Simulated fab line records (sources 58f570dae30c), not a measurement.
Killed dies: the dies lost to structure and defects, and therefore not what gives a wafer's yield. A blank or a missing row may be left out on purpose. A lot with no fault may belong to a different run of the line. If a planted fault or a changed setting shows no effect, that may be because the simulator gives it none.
One fault through the eyes of 2 desks :: flow berkeley_cmos170 :: only its own numbers are on each desk; what lay behind them is given at the end

## FOR THE TOOL OWNER'S DESK: implanter-01
For each lot that ran on this tool, the mean over its sampled wafers that have a number, from the tool's own readings at UCB170_NWELL_IMPLANT_14. Any lot whose mean is over 4 standard deviations away from the usual mean is out of limits and marked OUT; that distance is given in the brackets.
Columns: A = beam_energy_keV at UCB170_NWELL_IMPLANT_14, usual 150.00; B = beam_on_s at UCB170_NWELL_IMPLANT_14, usual 10.04 s
lot: L445
first seen here: day 2 08:03
A: 149.99
B: 10.02

lot: L447
first seen here: day 2 20:56
A: 150.03
B: 10.14

lot: L448
first seen here: day 3 04:51
A: 155.75 (+99 or more) OUT
B: 10.07

lot: L449
first seen here: day 3 05:02
A: 155.71 (+99 or more) OUT
B: 10.06

lot: L452
first seen here: day 4 02:03
A: 155.71 (+99 or more) OUT
B: 10.26
This desk's verdict: out of limits on L448, L449, L452, starting with L448 at day 3 04:51 (beam_energy_keV at UCB170_NWELL_IMPLANT_14). In limits: L445, L447.

## AT THE METROLOGY DESK
What the gauges read for every lot (on any tool): the sampled wafers with a number, averaged. Any lot whose mean is over 4 standard deviations away from the usual mean is out of limits and marked OUT; that distance is given in the brackets.
Columns: A = PWELL_OXIDE_THK at UCB170_PWELL_THK_MEAS_03, usual 26.4 nm
lot: L444
first seen here: day 2 17:46
A: 26.8

lot: L445
first seen here: day 2 17:47
A: 26.9

lot: L446
first seen here: day 3 01:59
A: 25.8

lot: L447
first seen here: day 3 06:20
A: 26.3

lot: L449
first seen here: day 3 14:07
A: 25.9

lot: L448
first seen here: day 3 14:08
A: 26.4

lot: L450
first seen here: day 3 23:12
A: 26.2

lot: L453
first seen here: day 4 08:57
A: 26.1

lot: L452
first seen here: day 4 08:58
A: 26.7

lot: L461
first seen here: day 6 03:02
A: 26.6

lot: L462
first seen here: day 6 13:49
A: 26.6

lot: L463
first seen here: day 6 18:39
A: 26.0
This desk's verdict: no lot among the 12 shows anything out of limits.

## TAKEN TOGETHER
On L448, L449, L452, at day 3 04:51, an alarm was possible from the tool owner's desk.
At the metrology desk, nothing out of limits was observed.
The metrology desk holds a record of L448, L449, L452, inside its limits.
All the named lots went through UCB170_NWELL_IMPLANT_14 on implanter-01.

## WHAT WAS PUT IN BY THE SIMULATOR
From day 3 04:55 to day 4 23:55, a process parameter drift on implanter-01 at UCB170_NWELL_IMPLANT_14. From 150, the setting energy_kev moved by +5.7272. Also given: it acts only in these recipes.
Lots struck among those shown: L448, L449, L452.
